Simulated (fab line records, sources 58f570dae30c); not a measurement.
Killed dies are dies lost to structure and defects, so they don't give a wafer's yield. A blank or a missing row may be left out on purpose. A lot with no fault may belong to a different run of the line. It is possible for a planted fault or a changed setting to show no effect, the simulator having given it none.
Which tool is to blame? :: flow berkeleyCmos170 :: 14 lots with 42 wafers sampled at 7 steps, on a route of 331 steps

WHAT THE GAUGES READ, wafer by wafer
UCB170_FIELD_THK_MEAS_90. Usual: FIELD_OXIDE_LEFT_1_THK 440 nm, standard deviation 8.8.
lot: L141
measured: day 5 16:44
on: filmMetro-04
FIELD_OXIDE_LEFT_1_THK (nm): 444 439 437
flag: 

lot: L149
measured: day 6 11:11
on: filmMetro-04
FIELD_OXIDE_LEFT_1_THK (nm): 443 444 445
flag: 

lot: L151
measured: day 7 03:05
on: filmMetro-04
FIELD_OXIDE_LEFT_1_THK (nm): 429 429 430
flag: 

lot: L152
measured: day 7 19:07
on: filmMetro-01
FIELD_OXIDE_LEFT_1_THK (nm): 422 434 435
flag: 

lot: L155
measured: day 8 03:03
on: filmMetro-03
FIELD_OXIDE_LEFT_1_THK (nm): 429 429 432
flag: 

lot: L156
measured: day 8 03:03
on: filmMetro-01
FIELD_OXIDE_LEFT_1_THK (nm): 420 430 434
flag: 

lot: L157
measured: day 8 03:04
on: filmMetro-04
FIELD_OXIDE_LEFT_1_THK (nm): 448 448 439
flag: 

lot: L153
measured: day 8 03:07
on: filmMetro-04
FIELD_OXIDE_LEFT_1_THK (nm): 458 452 452
flag: 

lot: L158
measured: day 8 03:08
on: filmMetro-01
FIELD_OXIDE_LEFT_1_THK (nm): 441 443 432
flag: 

lot: L163
measured: day 9 04:19
on: filmMetro-03
FIELD_OXIDE_LEFT_1_THK (nm): 453 447 454
flag: 

lot: L162
measured: day 9 05:17
on: filmMetro-03
FIELD_OXIDE_LEFT_1_THK (nm): 444 438 452
flag: 

lot: L159
measured: day 9 05:18
on: filmMetro-01
FIELD_OXIDE_LEFT_1_THK (nm): 451 443 445
flag: 

lot: L160
measured: day 9 05:20
on: filmMetro-03
FIELD_OXIDE_LEFT_1_THK (nm): 448 443 450
flag: 

lot: L164
measured: day 10 00:52
on: filmMetro-01
FIELD_OXIDE_LEFT_1_THK (nm): 450 445 452
flag: 

UCB170_PLDD_CD_MEAS_06 targets a cd of 1200 nm. Usual: cdNm at 1199.8 nm, with a standard deviation of 1.3.
lot: L141
measured: day 7 02:52
on: cdSem-01
cdNm (nm): 1199.4 1199.2 1198.9
flag: 

lot: L149
measured: day 7 19:13
on: cdSem-01
cdNm (nm): 1200.1 1199.7 1200.0
flag: 

lot: L151
measured: day 8 13:31
on: cdSem-02
cdNm (nm): 1200.7 1202.4 1201.8
flag: 

lot: L152
measured: day 8 22:22
on: cdSem-01
cdNm (nm): 1199.7 1200.6 1200.9
flag: 

lot: L155
measured: day 9 15:42
on: cdSem-02
cdNm (nm): 1198.2 1197.2 1198.4
flag: 

lot: L156
measured: day 9 15:04
on: cdSem-02
cdNm (nm): 1203.1 1202.4 1202.1
flag: 

lot: L157
measured: day 9 08:12
on: cdSem-02
cdNm (nm): 1199.3 1198.2 1198.6
flag: 

lot: L153
measured: day 9 15:22
on: cdSem-01
cdNm (nm): 1199.1 1197.9 1198.9
flag: 

lot: L158
measured: day 9 15:28
on: cdSem-02
cdNm (nm): 1200.6 1199.4 1201.1
flag: 

lot: L163
measured: day 10 20:21
on: cdSem-02
cdNm (nm): 1200.4 1200.8 1200.8
flag: 

lot: L162
measured: day 10 20:08
on: cdSem-01
cdNm (nm): 1201.8 1201.5 1200.7
flag: 

lot: L159
measured: day 10 19:53
on: cdSem-02
cdNm (nm): 1200.4 1198.0 1199.4
flag: 

lot: L160
measured: day 10 19:11
on: cdSem-01
cdNm (nm): 1200.8 1201.8 1200.8
flag: 

lot: L164
measured: day 11 05:59
on: cdSem-02
cdNm (nm): 1199.1 1199.1 1198.8
flag: 

UCB170_PSD_OVL_MEAS_07. Usual: PSD_OVL 2 nm, standard deviation 5.9.
lot: L141
measured: day 7 10:58
on: overlay-02
PSD_OVL (nm): 11 2 3
flag: 

lot: L149
measured: day 8 02:10
on: overlay-02
PSD_OVL (nm): 4 3 1
flag: 

lot: L151
measured: day 9 01:12
on: overlay-02
PSD_OVL (nm): -2 -1 0
flag: 

lot: L152
measured: day 9 09:01
on: overlay-02
PSD_OVL (nm): 2 7 5
flag: 

lot: L155
measured: day 10 03:35
on: overlay-01
PSD_OVL (nm): -5 -5 -11
flag: 

lot: L156
measured: day 9 20:57
on: overlay-01
PSD_OVL (nm): 10 7 10
flag: 

lot: L157
measured: day 9 20:50
on: overlay-01
PSD_OVL (nm): -4 3 -7
flag: 

lot: L153
measured: day 10 03:28
on: overlay-02
PSD_OVL (nm): 0 4 2
flag: 

lot: L158
measured: day 10 03:44
on: overlay-02
PSD_OVL (nm): 4 -1 -2
flag: 

lot: L163
measured: day 11 04:53
on: overlay-02
PSD_OVL (nm): 0 0 -4
flag: 

lot: L162
measured: day 11 05:55
on: overlay-01
PSD_OVL (nm): -5 -8 1
flag: 

lot: L159
measured: day 11 05:08
on: overlay-01
PSD_OVL (nm): -5 -1 -5
flag: 

lot: L160
measured: day 11 05:37
on: overlay-02
PSD_OVL (nm): -4 -1 -3
flag: 

lot: L164
measured: day 11 13:17
on: overlay-01
PSD_OVL (nm): -8 -1 -5
flag: 

UCB170_PSD_TW_MEAS_10. Usual: PSD_TW 2332, standard deviation 17.
lot: L141
measured: day 7 11:16
on: filmMetro-04
PSD_TW: 2320 2327 2326
flag: 

lot: L149
measured: day 8 02:29
on: filmMetro-04
PSD_TW: 2322 2310 2301
flag: 

lot: L151
measured: day 9 01:29
on: filmMetro-04
PSD_TW: 30 30 30
flag: OFF

lot: L152
measured: day 9 09:17
on: filmMetro-02
PSD_TW: 30 30 30
flag: OFF

lot: L155
measured: day 10 03:52
on: filmMetro-03
PSD_TW: 2334 2343 2342
flag: 

lot: L156
measured: day 9 21:16
on: filmMetro-04
PSD_TW: 2331 2321 2326
flag: 

lot: L157
measured: day 9 21:07
on: filmMetro-04
PSD_TW: 2324 2328 2327
flag: 

lot: L153
measured: day 10 03:45
on: filmMetro-04
PSD_TW: 2338 2325 2319
flag: 

lot: L158
measured: day 10 04:02
on: filmMetro-02
PSD_TW: 2356 2328 2334
flag: 

lot: L163
measured: day 11 05:11
on: filmMetro-03
PSD_TW: 2366 2362 2348
flag: 

lot: L162
measured: day 11 06:12
on: filmMetro-03
PSD_TW: 2359 2346 2355
flag: 

lot: L159
measured: day 11 05:25
on: filmMetro-04
PSD_TW: 2313 2321 2306
flag: 

lot: L160
measured: day 11 05:54
on: filmMetro-03
PSD_TW: 2366 2348 2365
flag: 

lot: L164
measured: day 11 13:34
on: filmMetro-04
PSD_TW: 2324 2310 2319
flag: 

UCB170_SDANNEAL_RS_MEAS_02: the measuring method here is four-point-probe. Usual: PSD_RS 75.5 ohm/sq, standard deviation 0.36.
lot: L141
measured: day 7 16:37
on: filmMetro-04
PSD_RS (ohm/sq): 75.6 76.0 75.6
flag: 

lot: L149
measured: day 8 05:20
on: filmMetro-02
PSD_RS (ohm/sq): 75.3 75.5 75.4
flag: 

lot: L151
measured: day 9 07:30
on: filmMetro-03
PSD_RS (ohm/sq): 133.1 133.1 133.2
flag: OFF

lot: L152
measured: day 9 12:05
on: filmMetro-04
PSD_RS (ohm/sq): 133.3 133.1 133.1
flag: OFF

lot: L155
measured: day 10 07:40
on: filmMetro-02
PSD_RS (ohm/sq): 76.5 76.0 76.3
flag: 

lot: L156
measured: day 10 02:07
on: filmMetro-04
PSD_RS (ohm/sq): 75.2 75.4 75.3
flag: 

lot: L157
measured: day 10 01:41
on: filmMetro-02
PSD_RS (ohm/sq): 75.1 74.7 74.9
flag: 

lot: L153
measured: day 10 07:30
on: filmMetro-04
PSD_RS (ohm/sq): 75.2 75.3 75.0
flag: 

lot: L158
measured: day 10 08:30
on: filmMetro-03
PSD_RS (ohm/sq): 75.4 75.6 75.5
flag: 

lot: L163
measured: day 11 09:40
on: filmMetro-02
PSD_RS (ohm/sq): 75.2 75.6 75.2
flag: 

lot: L162
measured: day 11 11:17
on: filmMetro-04
PSD_RS (ohm/sq): 75.6 75.6 75.8
flag: 

lot: L159
measured: day 11 09:49
on: filmMetro-03
PSD_RS (ohm/sq): 76.1 76.2 76.2
flag: 

lot: L160
measured: day 11 10:46
on: filmMetro-04
PSD_RS (ohm/sq): 75.2 75.3 75.1
flag: 

lot: L164
measured: day 11 19:04
on: filmMetro-04
PSD_RS (ohm/sq): 75.2 75.1 75.3
flag: 

WHICH TOOL RAN EACH LOT (tool, then ch and the chambers of the sampled wafers, then the start)
lot: L141
UCB170_PSD_IMPLANT_08: implanter-02 ch 0, day 7 11:02
UCB170_PSD_STRIP_09: plasmaAsher-02 ch 0,1, day 7 11:09

lot: L149
UCB170_PSD_IMPLANT_08: implanter-04 ch 0, day 8 02:16
UCB170_PSD_STRIP_09: plasmaAsher-01 ch 0,1, day 8 02:23

lot: L151
UCB170_PSD_IMPLANT_08: implanter-04, day 9 01:15
UCB170_PSD_STRIP_09: plasmaAsher-02 ch 0,1, day 9 01:23

lot: L152
UCB170_PSD_IMPLANT_08: implanter-04, day 9 09:02
UCB170_PSD_STRIP_09: plasmaAsher-02 ch 0,1, day 9 09:11

lot: L155
UCB170_PSD_IMPLANT_08: implanter-04 ch 0, day 10 03:37
UCB170_PSD_STRIP_09: plasmaAsher-02 ch 0,1, day 10 03:46

lot: L156
UCB170_PSD_IMPLANT_08: implanter-04 ch 0, day 9 21:01
UCB170_PSD_STRIP_09: plasmaAsher-02 ch 1, day 9 21:10

lot: L157
UCB170_PSD_IMPLANT_08: implanter-04 ch 0, day 9 20:53
UCB170_PSD_STRIP_09: plasmaAsher-02 ch 0,1, day 9 21:01

lot: L153
UCB170_PSD_IMPLANT_08: implanter-02 ch 0, day 10 03:31
UCB170_PSD_STRIP_09: plasmaAsher-04 ch 0,1, day 10 03:38

lot: L158
UCB170_PSD_IMPLANT_08: implanter-03 ch 0, day 10 03:49
UCB170_PSD_STRIP_09: plasmaAsher-01 ch 0,1, day 10 03:57

lot: L163
UCB170_PSD_IMPLANT_08: implanter-03 ch 0, day 11 04:57
UCB170_PSD_STRIP_09: plasmaAsher-04 ch 0,1, day 11 05:04

lot: L162
UCB170_PSD_IMPLANT_08: implanter-04 ch 0, day 11 05:58
UCB170_PSD_STRIP_09: plasmaAsher-01 ch 1, day 11 06:05

lot: L159
UCB170_PSD_IMPLANT_08: implanter-04 ch 0, day 11 05:13
UCB170_PSD_STRIP_09: plasmaAsher-01 ch 0,1, day 11 05:20

lot: L160
UCB170_PSD_IMPLANT_08: implanter-02 ch 0, day 11 05:39
UCB170_PSD_STRIP_09: plasmaAsher-02 ch 0,1, day 11 05:48

lot: L164
UCB170_PSD_IMPLANT_08: implanter-04 ch 0, day 11 13:19
UCB170_PSD_STRIP_09: plasmaAsher-04 ch 0,1, day 11 13:28
- UCB170_PSD_IMPLANT_08
- UCB170_PSD_STRIP_09: strips in O2.

AS READ BY THE TOOLS THEMSELVES (means over the sampled wafers that have a number; for cases with no such wafer, the mark the record gives instead)
UCB170_PSD_IMPLANT_08. Usual: beamEnergyKeV 20.000, standard deviation 0.0067; beamOnS 9.99 s, standard deviation 0.2.
lot: L141
tool: implanter-02
beamEnergyKeV: 20.009
beamOnS (s): 10.09
flag: 

lot: L149
tool: implanter-04
beamEnergyKeV: 20.005
beamOnS (s): 10.01
flag: 

lot: L151
tool: implanter-04
beamEnergyKeV: -
beamOnS (s): -
flag: OFF

lot: L152
tool: implanter-04
beamEnergyKeV: -
beamOnS (s): -
flag: OFF

lot: L155
tool: implanter-04
beamEnergyKeV: 20.003
beamOnS (s): 10.15
flag: 

lot: L156
tool: implanter-04
beamEnergyKeV: 20.008
beamOnS (s): 10.06
flag: 

lot: L157
tool: implanter-04
beamEnergyKeV: 19.994
beamOnS (s): 10.08
flag: 

lot: L153
tool: implanter-02
beamEnergyKeV: 19.994
beamOnS (s): 9.85
flag: 

lot: L158
tool: implanter-03
beamEnergyKeV: 20.001
beamOnS (s): 9.93
flag: 

lot: L163
tool: implanter-03
beamEnergyKeV: 19.997
beamOnS (s): 10.25
flag: 

lot: L162
tool: implanter-04
beamEnergyKeV: 20.003
beamOnS (s): 9.82
flag: 

lot: L159
tool: implanter-04
beamEnergyKeV: 20.003
beamOnS (s): 9.95
flag: 

lot: L160
tool: implanter-02
beamEnergyKeV: 19.991
beamOnS (s): 10.05
flag: 

lot: L164
tool: implanter-04
beamEnergyKeV: 19.997
beamOnS (s): 9.93
flag: 

UCB170_PSD_STRIP_09. Usual: drypumpMotorCurrentA 5.6 A, standard deviation 0.56; oesProductAu 0.600 a.u., standard deviation 0.0043; stripTimeToEndpointS 29.40 s, standard deviation 0.074.
lot: L141
tool: plasmaAsher-02
drypumpMotorCurrentA (A): 5.9
oesProductAu (a.u.): 0.600
stripTimeToEndpointS (s): 29.39
flag: 

lot: L149
tool: plasmaAsher-01
drypumpMotorCurrentA (A): 5.0
oesProductAu (a.u.): 0.600
stripTimeToEndpointS (s): 29.32
flag: 

lot: L151
tool: plasmaAsher-02
drypumpMotorCurrentA (A): 5.9
oesProductAu (a.u.): 0.729
stripTimeToEndpointS (s): 21.68
flag: OFF

lot: L152
tool: plasmaAsher-02
drypumpMotorCurrentA (A): 5.9
oesProductAu (a.u.): 0.733
stripTimeToEndpointS (s): 21.66
flag: OFF

lot: L155
tool: plasmaAsher-02
drypumpMotorCurrentA (A): 5.9
oesProductAu (a.u.): 0.605
stripTimeToEndpointS (s): 29.40
flag: 

lot: L156
tool: plasmaAsher-02
drypumpMotorCurrentA (A): 6.0
oesProductAu (a.u.): 0.597
stripTimeToEndpointS (s): 29.41
flag: 

lot: L157
tool: plasmaAsher-02
drypumpMotorCurrentA (A): 5.9
oesProductAu (a.u.): 0.596
stripTimeToEndpointS (s): 29.50
flag: 

lot: L153
tool: plasmaAsher-04
drypumpMotorCurrentA (A): 5.9
oesProductAu (a.u.): 0.601
stripTimeToEndpointS (s): 29.47
flag: 

lot: L158
tool: plasmaAsher-01
drypumpMotorCurrentA (A): 5.1
oesProductAu (a.u.): 0.599
stripTimeToEndpointS (s): 29.54
flag: 

lot: L163
tool: plasmaAsher-04
drypumpMotorCurrentA (A): 5.9
oesProductAu (a.u.): 0.598
stripTimeToEndpointS (s): 29.26
flag: 

lot: L162
tool: plasmaAsher-01
drypumpMotorCurrentA (A): 4.6
oesProductAu (a.u.): 0.596
stripTimeToEndpointS (s): 29.36
flag: 

lot: L159
tool: plasmaAsher-01
drypumpMotorCurrentA (A): 5.1
oesProductAu (a.u.): 0.597
stripTimeToEndpointS (s): 29.38
flag: 

lot: L160
tool: plasmaAsher-02
drypumpMotorCurrentA (A): 5.9
oesProductAu (a.u.): 0.603
stripTimeToEndpointS (s): 29.38
flag: 

lot: L164
tool: plasmaAsher-04
drypumpMotorCurrentA (A): 5.9
oesProductAu (a.u.): 0.602
stripTimeToEndpointS (s): 29.56
flag: 

THE ANSWER, worked out from the rows above alone
Rule: take the mean of a lot's wafers that have a number; if it is more than 3 standard deviations from the usual mean, the lot is off. A lot without any number at a reading at which 4 lots or more have one is off too. All remaining lots with rows at the step are treated as sound. First the gauges in route order, then the tools' own readings, where a lot's mean is used as printed above. At the first step where some lot is off, the reading lying furthest off is the one used; lots without a number count as furthest.
Off: at UCB170_PSD_TW_MEAS_10 (PSD_TW), L151, L152.
A tool fits if, at a process step before that reading, it ran every lot that is off, and no sound lot after the first of them. The gauges at UCB170_PSD_TW_MEAS_10 aren't tried: what is off there is off at UCB170_PSD_IMPLANT_08 too, on other tools, and a gauge's error can't cause that. None of those tried fits.

WHAT THE SIMULATOR PUT IN
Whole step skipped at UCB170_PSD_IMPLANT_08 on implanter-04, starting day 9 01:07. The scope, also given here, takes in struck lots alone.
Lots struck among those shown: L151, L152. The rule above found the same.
